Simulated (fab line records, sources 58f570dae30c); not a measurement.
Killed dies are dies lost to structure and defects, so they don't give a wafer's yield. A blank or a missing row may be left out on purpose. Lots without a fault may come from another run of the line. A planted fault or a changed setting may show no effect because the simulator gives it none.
fab line records | flow berkeley_cmos170 | part 1 of 2: steps 1 to 29 of 41
record lots=5 wafers=15 last_day=11
route steps=331 shown GATE@139 PLDD@145 NLDD@158 SPACER@171 PSD@175
lots that met no fault: from a run of the same line without faults
start_h: hours from the record's first day to the start of the lot's first wafer shown | wait_h: hours since the lot's step before | " the same as in the row above | L1.1+2: a row that stands for several wafers | - no value, or no start given | * or withheld: withheld | < > ~ a bound
route shown NAME@n: a module of which the file shows steps, and the number in the route of the first | usual: mean/standard deviation of fault-free wafers | same: alike in all rows | chamber/n: place in a boat | sites: the reading at each site | _std_site: their standard deviation | _edge_site: outer sites' mean less inner sites' | radius_mm: how far each site lies from the wafer's centre | mask NAME#n: copy n | behind: the tool/chamber that last shaped the wafer | hold: why the lot was held/for how many hours/how that ended | device: the transistor (n, p or np) that didn't switch | end of line: the same wafers' tests at the end of the route | a step without rows: its recipe alone | killed: dies lost to structure and defects at the first sort, not the wafer's yield | map: a wafer's dies, x killed, . not, _ none there
set.NAME: the setting as run; set.NAME@STEP: as run at that earlier step | model.NAME: the simulator's own value behind a step, which no gauge read
lots at some steps of the route; a table a step, a row a wafer
services: from which hour (start_h, from the record's first day; less than 0 if before it) a tool's chamber was out of use, for how many hours, and why
## steps
# step UCB170_GATE_OVL_MEAS_13
# usual GATE_OVL=0/5.6
# columns lot.wafer tool chamber start_h wait_h GATE_OVL[nm]
L075.1 overlay-02 - 153.60 0.1 4
L075.3 " - " " -3
L075.6 " - " " -1
L074.3 overlay-02 - 154.34 0.1 1
L074.4 " - " " 6
L074.5 " - " " 13
L081.4 overlay-02 - 173.70 0.1 -3
L081.5 " - " " -4
L081.6 " - " " 0
L087.2 overlay-01 - 209.39 0.1 -5
L087.4 " - " " -7
L087.5 " - " " -5
L094.1 overlay-02 - 226.82 0.1 -11
L094.3 " - " " -13
L094.4 " - " " -11
# step UCB170_GATE_ETCH_14
# recipe chemistry=N2/H2 target_depth_a=withheld overetch_a=withheld target=BARC time_s=withheld source_w=500 bias_w=100 pressure_mtorr=30 n2_flow_sccm=100 h2_flow_sccm=200
# usual drypump_motor_current_A=5.6/0.45 oes_product_au=1.001/0.026 throttle_valve_pct=13.31/0.24
# columns lot.wafer tool chamber start_h wait_h drypump_motor_current_A oes_product_au throttle_valve_pct
L075.1 rie_diel-03 3 153.64 0.0 5.7 0.983 13.46
L075.3 " 2 " " 5.5 1.019 13.34
L075.6 " 0 " " 5.5 0.986 13.12
L074.3 rie_diel-02 3 154.36 0.0 5.9 1.006 13.18
L074.4 " 3 " " 5.9 0.999 13.17
L074.5 " 1 " " 5.1 1.014 13.55
L081.4 rie_diel-03 3 173.72 0.0 5.7 0.976 13.45
L081.5 " 0 " " 5.6 0.977 13.11
L081.6 " 3 " " 5.7 0.980 13.46
L087.2 rie_diel-02 0 209.42 0.0 5.3 1.035 12.99
L087.4 " 2 " " 6.4 1.009 13.07
L087.5 " 1 " " 5.1 0.997 13.56
L094.1 rie_diel-02 2 226.85 0.0 6.4 1.006 13.09
L094.3 " 3 " " 5.9 1.000 13.19
L094.4 " 0 " " 5.3 1.027 12.98
# step UCB170_GATE_ETCH_15
# recipe chemistry=HBr/Cl2 target=poly-Si stop_on=SiO2 over_etch_frac=0.3 icp_w=300 bias_w=150 time_s=56.3 pressure_mtorr=15 HBr_flow_sccm=150 Cl2_flow_sccm=50 target_depth_a=2782
# usual drypump_motor_current_A=5.88/0.23 he_backside_leak_sccm=2.6/0.31 oes_product_au=0.826/0.019 throttle_valve_pct=26.37/0.26
# same over_etch_frac=0.3
# columns lot.wafer tool chamber start_h wait_h drypump_motor_current_A he_backside_leak_sccm oes_product_au rf_hours_counter_h throttle_valve_pct
L075.1 rie_si-02 2 153.68 - 6.12 2.8 0.837 1 26.03
L075.3 " 3 " " 5.71 2.4 0.814 1 26.29
L075.6 " 0 " " 5.79 2.4 0.810 - 26.37
L074.3 rie_si-02 2 154.40 - 6.14 2.7 0.839 2 26.05
L074.4 " 0 " " 5.80 2.5 0.809 0 26.36
L074.5 " 2 " " 6.14 2.8 0.831 - 26.04
L081.4 rie_si-01 3 173.76 - 6.11 3.2 0.821 58 26.49
L081.5 " 0 " " 6.06 2.2 0.842 - 26.96
L081.6 " 1 " " 5.83 2.4 0.805 - 26.55
L087.2 rie_si-01 3 209.46 - 6.10 2.9 0.832 58 26.50
L087.4 " 1 " " 5.83 2.2 0.805 29 26.56
L087.5 " 0 " " 6.05 2.2 0.829 - 26.96
L094.1 rie_si-01 0 226.90 - 6.05 2.3 0.835 101 26.94
L094.3 " 3 " " 6.18 3.1 0.825 58 26.49
L094.4 " 2 " " 5.43 3.1 0.849 1 26.25
# step UCB170_GATE_STRIP_16
# recipe chemistry=O2 power_w=400 pressure_mtorr=3500 platen_temp_c=withheld o2_flow_sccm=400 overash_fraction=0.5
# usual drypump_motor_current_A=5.9/0.5 oes_product_au=0.725/0.0046
# columns lot.wafer tool chamber start_h wait_h drypump_motor_current_A oes_product_au rf_hours_counter_h
L075.1 plasma_asher-01 0 153.73 0.0 5.6 0.723 40
L075.3 " 0 " " 5.6 0.727 -
L075.6 " 1 " " 5.5 0.727 -
L074.3 plasma_asher-03 0 154.48 0.1 5.3 0.712 -
L074.4 " 1 " " 6.6 0.723 -
L074.5 " 0 " " 5.3 0.728 -
L081.4 plasma_asher-01 0 173.84 0.1 5.6 0.723 -
L081.5 " 0 " " 5.6 0.727 -
L081.6 " 1 " " 5.5 0.728 -
L087.2 plasma_asher-02 0 209.51 0.0 6.5 0.736 50
L087.4 " 0 " " 6.5 0.729 -
L087.5 " 1 " " 5.6 0.729 -
L094.1 plasma_asher-01 0 226.94 0.0 5.6 0.726 49
L094.3 " 0 " " 5.5 0.721 -
L094.4 " 1 " " 5.5 0.724 -
# step UCB170_GATE_CD_MEAS_90
# recipe target_cd_nm=350
# usual cd_nm=350.6/1.6
# columns lot.wafer tool chamber start_h wait_h cd_nm
L075.1 cd_sem-02 - 153.84 0.1 351.7
L075.3 " - " " 351.4
L075.6 " - " " 351.0
L074.3 cd_sem-02 - 154.59 0.1 350.2
L074.4 " - " " 350.9
L074.5 " - " " 350.8
L081.4 cd_sem-01 - 173.97 0.1 355.1
L081.5 " - " " 352.7
L081.6 " - " " 355.5
L087.2 cd_sem-01 - 209.71 0.2 353.7
L087.4 " - " " 352.4
L087.5 " - " " 351.4
L094.1 cd_sem-01 - 227.04 0.1 348.2
L094.3 " - " " 350.2
L094.4 " - " " 348.1
# step UCB170_GATE_CLEAN_17
# recipe chemistry=SPM temp_c=120 time_s=600
# usual temp_c=120.01/0.13
# columns lot.wafer tool chamber start_h wait_h temp_c
L075.1 wet_bench-04 1 154.06 0.2 119.98
L075.3 " 1 " " 119.86
L075.6 " 1 " " 119.87
L074.3 wet_bench-04 0 155.43 0.8 120.03
L074.4 " 0 " " 119.88
L074.5 " 0 " " 119.94
L081.4 wet_bench-02 2 174.19 0.2 119.93
L081.5 " 2 " " 120.01
L081.6 " 2 " " 119.99
L087.2 wet_bench-02 1 211.79 2.1 119.82
L087.4 " 1 " " 119.97
L087.5 " 1 " " 120.14
L094.1 wet_bench-04 0 227.16 0.1 120.25
L094.3 " 0 " " 119.95
L094.4 " 0 " " 120.08
# step UCB170_PLDD_HMDS_00
# recipe prime_time_s=60 prime_temp_c=100
# usual prime_temp_c=100.01/0.12
# columns lot.wafer tool chamber start_h wait_h prime_temp_c
L075.1 litho_track-04 0 155.70 1.5 99.82
L075.3 " 0 " " 99.83
L075.6 " 0 " " 100.04
L074.3 litho_track-02 0 156.88 1.3 100.01
L074.4 " 0 " " 99.94
L074.5 " 0 " " 99.86
L081.4 litho_track-01 0 175.32 1.0 99.99
L081.5 " 0 " " 100.19
L081.6 " 0 " " 100.16
L087.2 litho_track-01 0 212.55 0.6 99.87
L087.4 " 0 " " 99.96
L087.5 " 0 " " 100.03
L094.1 litho_track-02 0 227.94 0.6 100.20
L094.3 " 0 " " 99.98
L094.4 " 0 " " 100.09
# step UCB170_PLDD_COAT_01
# recipe resist=KrF spin_rpm=1500 resist_thk_nm=900
# columns lot.wafer tool chamber start_h wait_h
L075.1+3+6 litho_track-04 0 155.85 0.1
L074.3+4+5 litho_track-02 0 157.03 0.1
L081.4+5+6 litho_track-01 0 175.47 0.1
L087.2+4+5 litho_track-01 0 212.70 0.1
L094.1+3+4 litho_track-02 0 228.09 0.1
# step UCB170_PLDD_SOFTBAKE_02
# recipe resist=KrF temp_c=130 time_s=60
# columns lot.wafer tool chamber start_h wait_h
L075.1+3+6 litho_track-04 0 156.00 0.1
L074.3+4+5 litho_track-02 0 157.18 0.1
L081.4+5+6 litho_track-01 0 175.62 0.1
L087.2+4+5 litho_track-01 0 212.85 0.1
L094.1+3+4 litho_track-02 0 228.24 0.1
# step UCB170_PLDD_EXPOSE_03
# recipe mask_id=PSELECT na=0.5 sigma_outer=0.6 source_shape=conventional target_cd_nm=1200 dose_mj=30
# columns lot.wafer tool chamber start_h wait_h mask
L075.1+3+6 krf_scanner-01 0 156.28 0.2 PSELECT#0
L074.3+4+5 krf_scanner-01 0 157.44 0.2 PSELECT#0
L081.4+5+6 krf_scanner-02 0 175.78 0.1 PSELECT#0
L087.2+4+5 krf_scanner-02 0 213.36 0.5 PSELECT#0
L094.1+3+4 krf_scanner-01 0 228.51 0.2 PSELECT#0
# step UCB170_PLDD_PEB_04
# recipe peb_temp_c=130 peb_time_s=withheld resist=KrF
# columns lot.wafer tool chamber start_h wait_h
L075.1+3+6 litho_track-01 0 156.98 0.7
L074.3+4+5 litho_track-01 0 157.58 0.1
L081.4+5+6 litho_track-02 0 176.81 1.0
L087.2+4+5 litho_track-01 0 213.83 0.4
L094.1+3+4 litho_track-02 0 229.39 0.9
# step UCB170_PLDD_DEVELOP_05
# recipe developer=TMAH develop_time_s=45 resist=KrF dev_temp_c=21
# usual developer_temp_C=21.00/0.098
# same develop_time_s=45
# columns lot.wafer tool chamber start_h wait_h developer_temp_C
L075.1 litho_track-01 0 - - 20.91
L075.3 " 0 " " 21.01
L075.6 " 0 " " 20.90
L074.3 litho_track-01 0 - - 21.04
L074.4 " 0 " " 21.03
L074.5 " 0 " " 20.96
L081.4 litho_track-02 0 - - 21.03
L081.5 " 0 " " 20.95
L081.6 " 0 " " 21.02
L087.2 litho_track-01 0 - - 21.05
L087.4 " 0 " " 20.93
L087.5 " 0 " " 21.03
L094.1 litho_track-02 0 - - 20.89
L094.3 " 0 " " 21.06
L094.4 " 0 " " 21.03
# step UCB170_PLDD_CD_MEAS_06
# recipe target_cd_nm=1200
# usual cd_nm=1199.8/1.5
# columns lot.wafer tool chamber start_h wait_h cd_nm
L075.1 cd_sem-02 - 157.25 - 1199.5
L075.3 " - " " 1199.7
L075.6 " - " " 1199.8
L074.3 cd_sem-02 - 157.84 - 1199.6
L074.4 " - " " 1201.1
L074.5 " - " " 1200.4
L081.4 cd_sem-02 - 177.07 - 1198.9
L081.5 " - " " 1199.4
L081.6 " - " " 1199.3
L087.2 cd_sem-01 - 214.19 - 1199.7
L087.4 " - " " 1199.9
L087.5 " - " " 1199.5
L094.1 cd_sem-01 - 229.66 - 1200.3
L094.3 " - " " 1200.3
L094.4 " - " " 1199.6
# step UCB170_PLDD_OVL_MEAS_07
# usual PLDD_OVL=3/5.1
# columns lot.wafer tool chamber start_h wait_h PLDD_OVL[nm]
L075.1 overlay-02 - 157.37 0.1 4
L075.3 " - " " 4
L075.6 " - " " 5
L074.3 overlay-02 - 157.93 0.1 2
L074.4 " - " " 4
L074.5 " - " " 0
L081.4 overlay-01 - 177.15 0.1 6
L081.5 " - " " -2
L081.6 " - " " 1
L087.2 overlay-02 - 214.29 0.1 1
L087.4 " - " " 4
L087.5 " - " " 9
L094.1 overlay-01 - 229.78 0.1 -4
L094.3 " - " " 0
L094.4 " - " " 3
# step UCB170_PLDD_IMPLANT_08
# recipe species=BF2 dose_cm2=5e+13 energy_kev=10 tilt_deg=7 rotation_deg=0
# columns lot.wafer tool chamber start_h wait_h
L075.1+3+6 implanter-03 0 157.41 0.0
L074.3+4+5 implanter-04 0 158.01 0.1
L081.4+5+6 implanter-03 0 177.24 0.1
L087.2+4+5 implanter-02 0 214.35 0.0
L094.1+3+4 implanter-04 0 229.82 0.0
# step UCB170_PLDD_IMPLANT_09
# recipe species=BF2 dose_cm2=5e+13 energy_kev=10 tilt_deg=7 rotation_deg=180
# columns lot.wafer tool chamber start_h wait_h
L075.1+3+6 implanter-03 0 157.56 0.1
L074.3+4+5 implanter-04 0 158.16 0.1
L081.4+5+6 implanter-03 0 177.39 0.1
L087.2+4+5 implanter-02 0 214.50 0.1
L094.1+3+4 implanter-04 0 229.97 0.1
# step UCB170_PLDD_STRIP_10
# recipe chemistry=O2 power_w=400 pressure_mtorr=3500 platen_temp_c=withheld o2_flow_sccm=400 overash_fraction=0.5
# usual drypump_motor_current_A=6.0/0.64 oes_product_au=0.734/0.005 strip_time_to_endpoint_s=21.65/0.07
# columns lot.wafer tool chamber start_h wait_h drypump_motor_current_A oes_product_au rf_hours_counter_h strip_time_to_endpoint_s
L075.1 plasma_asher-04 1 157.71 0.1 6.7 0.735 4 21.59
L075.3 " 1 " " 6.6 0.736 - 21.72
L075.6 " 0 " " 5.1 0.744 - 21.58
L074.3 plasma_asher-04 0 158.29 0.1 5.1 0.739 - 21.61
L074.4 " 1 " " 6.7 0.726 - 21.55
L074.5 " 1 " " 6.7 0.730 - 21.57
L081.4 plasma_asher-04 1 177.50 0.1 6.7 0.725 - 21.73
L081.5 " 1 " " 6.7 0.728 - 21.69
L081.6 " 0 " " 5.1 0.744 - 21.67
L087.2 plasma_asher-04 1 214.62 0.1 6.7 0.731 12 21.63
L087.4 " 0 " " 5.1 0.736 - 21.62
L087.5 " 0 " " 5.1 0.736 - 21.68
L094.1 plasma_asher-03 0 230.12 0.1 5.4 0.735 44 21.59
L094.3 " 0 " " 5.4 0.730 - 21.61
L094.4 " 1 " " 6.5 0.735 - 21.62
# step UCB170_PLDD_TW_MEAS_11
# usual PLDD_TW=1003/8.6
# columns lot.wafer tool chamber start_h wait_h PLDD_TW
L075.1 film_metro-02 - 157.81 0.1 1011
L075.3 " - " " 1014
L075.6 " - " " 1014
L074.3 film_metro-03 - 158.38 0.1 993
L074.4 " - " " 992
L074.5 " - " " 996
L081.4 film_metro-01 - 177.92 0.4 1015
L081.5 " - " " 1015
L081.6 " - " " 1019
L087.2 film_metro-02 - 214.73 0.1 1002
L087.4 " - " " 1000
L087.5 " - " " 1000
L094.1 film_metro-03 - 230.37 0.2 996
L094.3 " - " " 995
L094.4 " - " " 995
# step UCB170_PLDD_CLEAN_12
# recipe chemistry=SPM temp_c=120 time_s=600
# usual temp_c=119.99/0.13
# columns lot.wafer tool chamber start_h wait_h temp_c
L075.1 wet_bench-04 0 158.03 0.2 119.89
L075.3 " 0 " " 120.03
L075.6 " 0 " " 120.12
L074.3 wet_bench-04 1 158.48 0.1 119.83
L074.4 " 1 " " 119.82
L074.5 " 1 " " 119.74
L081.4 wet_bench-04 0 177.95 0.0 120.06
L081.5 " 0 " " 120.19
L081.6 " 0 " " 120.07
L087.2 wet_bench-02 0 214.85 0.1 120.01
L087.4 " 0 " " 120.17
L087.5 " 0 " " 120.19
L094.1 wet_bench-02 2 230.43 0.1 119.69
L094.3 " 2 " " 119.81
L094.4 " 2 " " 119.77
# step UCB170_NLDD_HMDS_00
# recipe prime_time_s=60 prime_temp_c=100
# usual prime_temp_c=99.98/0.12
# columns lot.wafer tool chamber start_h wait_h prime_temp_c
L075.1 litho_track-03 0 158.22 0.0 99.92
L075.3 " 0 " " 99.95
L075.6 " 0 " " 100.17
L074.3 litho_track-03 0 159.17 0.5 100.27
L074.4 " 0 " " 100.07
L074.5 " 0 " " 100.32
L081.4 litho_track-01 0 178.40 0.3 100.05
L081.5 " 0 " " 100.04
L081.6 " 0 " " 99.99
L087.2 litho_track-04 0 215.26 0.2 99.95
L087.4 " 0 " " 99.84
L087.5 " 0 " " 100.06
L094.1 litho_track-04 0 230.63 0.0 99.99
L094.3 " 0 " " 99.87
L094.4 " 0 " " 99.94
# step UCB170_NLDD_COAT_01
# recipe resist=KrF spin_rpm=1500 resist_thk_nm=900
# columns lot.wafer tool chamber start_h wait_h
L075.1+3+6 litho_track-03 0 158.37 0.1
L074.3+4+5 litho_track-03 0 159.32 0.1
L081.4+5+6 litho_track-01 0 178.55 0.1
L087.2+4+5 litho_track-04 0 215.41 0.1
L094.1+3+4 litho_track-04 0 230.78 0.1
# step UCB170_NLDD_SOFTBAKE_02
# recipe resist=KrF temp_c=130 time_s=60
# columns lot.wafer tool chamber start_h wait_h
L075.1+3+6 litho_track-03 0 158.52 0.1
L074.3+4+5 litho_track-03 0 159.47 0.1
L081.4+5+6 litho_track-01 0 178.70 0.1
L087.2+4+5 litho_track-04 0 215.56 0.1
L094.1+3+4 litho_track-04 0 230.93 0.1
# step UCB170_NLDD_EXPOSE_03
# recipe mask_id=NSELECT na=0.5 sigma_outer=0.6 source_shape=conventional target_cd_nm=1200 dose_mj=30
# columns lot.wafer tool chamber start_h wait_h mask
L075.1+3+6 krf_scanner-01 0 158.85 0.3 NSELECT#0
L074.3+4+5 krf_scanner-02 0 159.74 0.2 NSELECT#0
L081.4+5+6 krf_scanner-02 0 178.93 0.2 NSELECT#0
L087.2+4+5 krf_scanner-01 0 216.02 0.4 NSELECT#0
L094.1+3+4 krf_scanner-02 0 231.08 0.1 NSELECT#0
# step UCB170_NLDD_PEB_04
# recipe peb_temp_c=130 peb_time_s=withheld resist=KrF
# columns lot.wafer tool chamber start_h wait_h
L075.1+3+6 litho_track-04 0 159.50 0.6
L074.3+4+5 litho_track-04 0 159.86 0.1
L081.4+5+6 litho_track-01 0 179.40 0.4
L087.2+4+5 litho_track-03 0 216.68 0.6
L094.1+3+4 litho_track-03 0 231.19 0.1
# step UCB170_NLDD_DEVELOP_05
# recipe developer=TMAH develop_time_s=45 resist=KrF dev_temp_c=21
# usual developer_temp_C=21.00/0.12
# same develop_time_s=45
# columns lot.wafer tool chamber start_h wait_h developer_temp_C
L075.1 litho_track-04 0 - - 21.05
L075.3 " 0 " " 21.11
L075.6 " 0 " " 20.98
L074.3 litho_track-04 0 - - 21.12
L074.4 " 0 " " 21.28
L074.5 " 0 " " 21.16
L081.4 litho_track-01 0 - - 20.89
L081.5 " 0 " " 21.05
L081.6 " 0 " " 20.93
L087.2 litho_track-03 0 - - 21.01
L087.4 " 0 " " 21.03
L087.5 " 0 " " 20.97
L094.1 litho_track-03 0 - - 21.04
L094.3 " 0 " " 21.08
L094.4 " 0 " " 21.01
# step UCB170_NLDD_CD_MEAS_06
# recipe target_cd_nm=1200
# usual cd_nm=1200.1/1.5
# columns lot.wafer tool chamber start_h wait_h cd_nm
L075.1 cd_sem-01 - 159.78 - 1201.3
L075.3 " - " " 1200.0
L075.6 " - " " 1201.9
L074.3 cd_sem-02 - 160.16 - 1200.3
L074.4 " - " " 1199.8
L074.5 " - " " 1198.2
L081.4 cd_sem-02 - 179.66 - 1197.1
L081.5 " - " " 1198.8
L081.6 " - " " 1196.5
L087.2 cd_sem-01 - 216.95 - 1201.5
L087.4 " - " " 1201.4
L087.5 " - " " 1202.1
L094.1 cd_sem-02 - 231.47 - 1199.5
L094.3 " - " " 1200.5
L094.4 " - " " 1200.5
# step UCB170_NLDD_OVL_MEAS_07
# usual NLDD_OVL=1/5.8
# columns lot.wafer tool chamber start_h wait_h NLDD_OVL[nm]
L075.1 overlay-01 - 159.90 0.1 -1
L075.3 " - " " 1
L075.6 " - " " 5
L074.3 overlay-02 - 160.25 0.1 -5
L074.4 " - " " 2
L074.5 " - " " -3
L081.4 overlay-01 - 179.73 0.1 2
L081.5 " - " " 2
L081.6 " - " " 2
L087.2 overlay-01 - 217.05 0.1 -7
L087.4 " - " " -1
L087.5 " - " " -7
L094.1 overlay-02 - 231.59 0.1 9
L094.3 " - " " 6
L094.4 " - " " 5
# step UCB170_NLDD_IMPLANT_08
# recipe species=As dose_cm2=5e+13 energy_kev=30 tilt_deg=7 rotation_deg=0
# columns lot.wafer tool chamber start_h wait_h
L075.1+3+6 implanter-03 0 159.93 0.0
L074.3+4+5 implanter-01 0 160.33 0.1
L081.4+5+6 implanter-04 0 179.83 0.1
L087.2+4+5 implanter-04 0 217.11 0.0
L094.1+3+4 implanter-03 0 231.62 0.0
# step UCB170_NLDD_IMPLANT_09
# recipe species=As dose_cm2=5e+13 energy_kev=30 tilt_deg=7 rotation_deg=180
# columns lot.wafer tool chamber start_h wait_h
L075.1+3+6 implanter-03 0 160.08 0.1
L074.3+4+5 implanter-01 0 160.48 0.1
L081.4+5+6 implanter-04 0 179.98 0.1
L087.2+4+5 implanter-04 0 217.26 0.1
L094.1+3+4 implanter-03 0 231.77 0.1
